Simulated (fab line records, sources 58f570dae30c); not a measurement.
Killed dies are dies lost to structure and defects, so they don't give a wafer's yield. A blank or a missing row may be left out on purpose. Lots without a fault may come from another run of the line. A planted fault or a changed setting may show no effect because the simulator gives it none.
One fault seen from 2 desks | flow berkeley_cmos170 | each desk has only its own numbers; what lay behind them comes last

THE TOOL OWNER'S DESK: rie_diel-02
The tool's own readings at UCB170_V2_ETCH_14 (etches SiO2 in CHF3/CF4/Ar, stops on Al, target depth 1250 nm, time 291 s): means of the sampled wafers that have a number, for each lot that ran on this tool. A lot is out of limits, marked OUT, if its mean lies more than 4 standard deviations from the usual mean; the brackets give that distance.
Columns: A = chamber_pressure_mTorr at UCB170_V2_ETCH_14, usual 199.99 mTorr; B = drypump_motor_current_A at UCB170_V2_ETCH_14, usual 6.0 A; C = oes_product_au at UCB170_V2_ETCH_14, usual 0.867 a.u.; D = throttle_valve_pct at UCB170_V2_ETCH_14, usual 6.94 %
lot  | first seen here | A      | B   | C     | D
L427 | day 7 11:14     | 199.99 | 5.7 | 0.858 | 7.00
L429 | day 8 03:04     | 200.09 | 6.0 | 0.866 | 6.92
L431 | day 8 09:37     | 199.83 | 6.1 | 0.866 | 6.94
L437 | day 9 22:03     | 199.93 | 6.3 | 0.848 | 6.78
L438 | day 10 01:47    | 200.17 | 6.0 | 0.869 | 6.92
L440 | day 10 09:09    | 199.84 | 6.3 | 0.863 | 6.81
This desk's finding: nothing out of limits on any of the 6 lots.

THE METROLOGY DESK
What the gauges read, lot by lot, whatever tool the lot ran on: means of the sampled wafers that have a number. A lot is out of limits, marked OUT, if its mean lies more than 4 standard deviations from the usual mean; the brackets give that distance.
Columns: A = M2_AL_THK at UCB170_M2_THK_MEAS_03, usual 910 nm; B = cd_nm at UCB170_V2_CD_MEAS_90, usual 699.9 nm
lot  | first seen here | A   | B
L427 | day 7 05:34     | 919 | 700.9
L428 | day 7 21:16     | 911 | 698.3
L430 | day 7 21:41     | 906 | 699.4
L429 | day 7 21:55     | 910 | 699.4
L431 | day 8 05:16     | 915 | 699.3
L434 | day 8 05:33     | 936 | 698.3
L433 | day 8 05:47     | 922 | 701.4
L432 | day 8 05:54     | 909 | 699.0
L437 | day 9 17:13     | 889 | 700.9
L438 | day 9 17:37     | 915 | 704.3
L440 | day 10 02:05    | 912 | 703.5
L442 | day 10 22:47    | 898 | 702.1
L446 | day 11 11:14    | 887 | 697.8
L448 | day 11 23:34    | 911 | 701.7
This desk's finding: nothing out of limits on any of the 14 lots.

PUT TOGETHER
The tool owner's desk saw nothing out of limits.
The metrology desk saw nothing out of limits.

WHAT THE SIMULATOR HAD PUT IN
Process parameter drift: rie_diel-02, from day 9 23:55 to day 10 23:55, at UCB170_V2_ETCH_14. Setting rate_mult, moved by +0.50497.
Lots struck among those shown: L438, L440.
